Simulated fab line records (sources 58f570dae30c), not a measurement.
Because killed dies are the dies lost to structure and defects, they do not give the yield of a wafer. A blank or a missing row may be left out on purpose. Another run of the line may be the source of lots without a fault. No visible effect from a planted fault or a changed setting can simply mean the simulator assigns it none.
What tool caused it? | flow berkeley cmos170 | 15 lots, 45 wafers sampled, at 4 steps of a route of 331

== WHAT THE GAUGES READ, wafer by wafer ==
UCB170_ACTIVE_THK_MEAS_03. Usual: for ACTIVE_OXIDE_THK the level is 26.2 nm and the standard deviation is 0.48.
lot  | measured    | on            | ACTIVE_OXIDE_THK (nm) | flag
L738 | day 4 22:31 | film metro-04 | 27.0 26.9 26.9        |
L739 | day 5 05:26 | film metro-02 | 25.9 26.5 26.6        |
L741 | day 5 05:26 | film metro-04 | 26.3 26.4 26.9        |
L740 | day 5 05:29 | film metro-04 | 25.9 25.5 25.9        |
L742 | day 5 05:30 | film metro-03 | 26.1 26.2 26.1        |
L745 | day 5 16:13 | film metro-03 | 26.0 25.9 25.9        |
L746 | day 5 16:13 | film metro-04 | 26.7 26.8 26.9        |
L744 | day 5 16:13 | film metro-02 | 26.7 26.2 26.2        |
L753 | day 7 18:52 | film metro-03 | 26.8 27.0 27.1        |
L754 | day 7 18:52 | film metro-04 | 26.0 26.1 25.9        |
L755 | day 8 07:19 | film metro-02 | 26.2 26.4 26.4        |
L758 | day 8 19:23 | film metro-02 | 25.6 26.1 25.5        |
L760 | day 8 19:23 | film metro-04 | 26.4 25.9 25.9        |
L759 | day 8 19:23 | film metro-03 | 25.5 26.0 25.3        |
L761 | day 9 08:31 | film metro-02 | 26.3 26.5 26.1        |

UCB170_GATE_THK_MEAS_05. Usual: for GATE_POLY_THK the level is 214.1 nm and the standard deviation is 1.6.
lot  | measured     | on            | GATE_POLY_THK (nm) | flag
L738 | day 7 14:16  | film metro-02 | 216.1 216.6 216.3  |
L739 | day 8 00:37  | film metro-02 | 214.2 214.9 216.1  |
L741 | day 8 00:41  | film metro-02 | 214.6 214.3 213.8  |
L740 | day 8 00:37  | film metro-01 | 212.6 212.2 211.5  |
L742 | day 8 00:41  | film metro-04 | 214.8 217.2 215.0  |
L745 | day 8 12:17  | film metro-02 | 234.4 234.6 233.2  | OFF
L746 | day 8 12:14  | film metro-04 | 233.8 233.5 233.3  | OFF
L744 | day 8 12:18  | film metro-04 | 233.6 234.8 233.5  | OFF
L753 | day 10 12:22 | film metro-01 | 213.6 212.5 215.6  |
L754 | day 10 12:22 | film metro-04 | 215.8 217.4 216.9  |
L755 | day 10 19:47 | film metro-04 | 217.1 214.5 213.4  |
L758 | day 11 16:57 | film metro-01 | 213.7 213.5 214.8  |
L760 | day 11 16:57 | film metro-02 | 214.4 214.2 214.7  |
L759 | day 11 16:58 | film metro-04 | 210.5 209.6 210.0  |
L761 | day 11 23:37 | film metro-01 | 210.9 212.1 211.9  |

UCB170_GATE_CD_MEAS_12 targets a cd of 350 nm. Usual: cd nm at 350.2 nm, with a standard deviation of 1.3.
lot  | measured     | on        | cd nm (nm)        | flag
L738 | day 7 15:17  | cd sem-02 | 349.7 349.9 350.3 |
L739 | day 8 02:08  | cd sem-02 | 350.3 349.1 350.2 |
L741 | day 8 02:23  | cd sem-02 | 351.2 351.9 351.6 |
L740 | day 8 02:01  | cd sem-02 | 348.3 348.7 348.3 |
L742 | day 8 02:45  | cd sem-02 | 350.6 351.3 351.0 |
L745 | day 8 13:37  | cd sem-02 | 351.6 352.1 350.2 |
L746 | day 8 13:23  | cd sem-02 | 350.9 350.2 350.1 |
L744 | day 8 13:46  | cd sem-02 | 352.9 352.3 351.6 |
L753 | day 10 13:29 | cd sem-02 | 349.1 349.3 349.7 |
L754 | day 10 13:16 | cd sem-01 | 350.2 349.6 347.9 |
L755 | day 10 21:19 | cd sem-02 | 348.9 348.8 348.5 |
L758 | day 11 18:55 | cd sem-01 | 349.2 349.3 350.6 |
L760 | day 11 18:47 | cd sem-01 | 350.1 349.7 349.9 |
L759 | day 11 19:03 | cd sem-02 | 350.3 350.3 350.1 |
L761 | day 12 02:26 | cd sem-01 | 348.0 349.4 347.6 |

== WHAT TOOL EACH LOT RAN ON (gives the tool, then ch and the chambers of the sampled wafers, and finally the start) ==
lot  | UCB170_GATE_CVD_04
L738 | lpcvd-01 ch 1, day 7 12:52
L739 | lpcvd-01 ch 1, day 7 23:13
L741 | lpcvd-01 ch 1, day 7 23:13
L740 | lpcvd-01 ch 0, day 7 23:13
L742 | lpcvd-01 ch 1, day 7 23:13
L745 | lpcvd-01 ch 0, day 8 10:50
L746 | lpcvd-01 ch 1, day 8 10:50
L744 | lpcvd-01 ch 1, day 8 10:50
L753 | lpcvd-02 ch 1, day 10 10:57
L754 | lpcvd-02 ch 0, day 10 10:57
L755 | lpcvd-02 ch 0, day 10 18:23
L758 | lpcvd-01 ch 0, day 11 15:33
L760 | lpcvd-01 ch 0, day 11 15:33
L759 | lpcvd-01 ch 0, day 11 15:33
L761 | lpcvd-01 ch 1, day 11 22:13
- UCB170_GATE_CVD_04: deposits poly-Si from SiH4, time 1440 s, target thk 214 nm.

== AS READ BY THE TOOLS THEMSELVES (means over the sampled wafers that have a number; for cases with no such wafer, the mark the record gives instead) ==
UCB170_GATE_CVD_04. Usual: pressure mtorr 374.7 mTorr, standard deviation 0.7; spike tc centre C 611.4 C, standard deviation 1.6; zone power source pct 12.3 %, standard deviation 1.9.
lot  | tool     | pressure mtorr (mTorr) | spike tc centre C (C) | zone power source pct (%) | flag
L738 | lpcvd-01 | 374.0                  | 610.0                 | 14.3                      |
L739 | lpcvd-01 | 374.8                  | 610.8                 | 14.3                      |
L741 | lpcvd-01 | 373.9                  | 610.6                 | 14.3                      |
L740 | lpcvd-01 | 374.1                  | 613.1                 | 10.2                      |
L742 | lpcvd-01 | 375.1                  | 610.2                 | 14.3                      |
L745 | lpcvd-01 | 449.2                  | 612.8                 | 10.2                      | OFF
L746 | lpcvd-01 | 448.5                  | 609.4                 | 14.4                      | OFF
L744 | lpcvd-01 | 449.2                  | 611.2                 | 14.2                      | OFF
L753 | lpcvd-02 | 375.1                  | 612.3                 | 13.3                      |
L754 | lpcvd-02 | 375.0                  | 611.8                 | 10.9                      |
L755 | lpcvd-02 | 375.1                  | 611.3                 | 10.8                      |
L758 | lpcvd-01 | 374.8                  | 613.5                 | 10.2                      |
L760 | lpcvd-01 | 374.9                  | 613.5                 | 10.2                      |
L759 | lpcvd-01 | 375.0                  | 612.8                 | 10.2                      |
L761 | lpcvd-01 | 374.6                  | 610.5                 | 14.2                      |

== THE ANSWER, worked out from the rows above alone ==
Rule: take the mean of a lot's wafers that have a number; if it is more than 3 standard deviations from the usual mean, the lot is off. A lot without any number at a reading at which 4 lots or more have one is off too. The other lots that the step has rows for count as sound. First the gauges in route order, then the tools' own readings, where a lot's mean is used as printed above. At the first step where some lot is off, the reading lying furthest off is the one used; lots without a number count as furthest.
Off: L745, L746, L744, at UCB170_GATE_THK_MEAS_05 (GATE_POLY_THK).
If a tool, at a process step before that reading, ran all the lots that are off and no sound lot after the first of them, it fits. The gauges at UCB170_GATE_THK_MEAS_05 aren't tried: what is off there is off at UCB170_GATE_CVD_04 too, on other tools, and a gauge's error can't cause that. Not one of the candidates tried fits.

== WHAT HAD BEEN PUT IN BY THE SIMULATOR ==
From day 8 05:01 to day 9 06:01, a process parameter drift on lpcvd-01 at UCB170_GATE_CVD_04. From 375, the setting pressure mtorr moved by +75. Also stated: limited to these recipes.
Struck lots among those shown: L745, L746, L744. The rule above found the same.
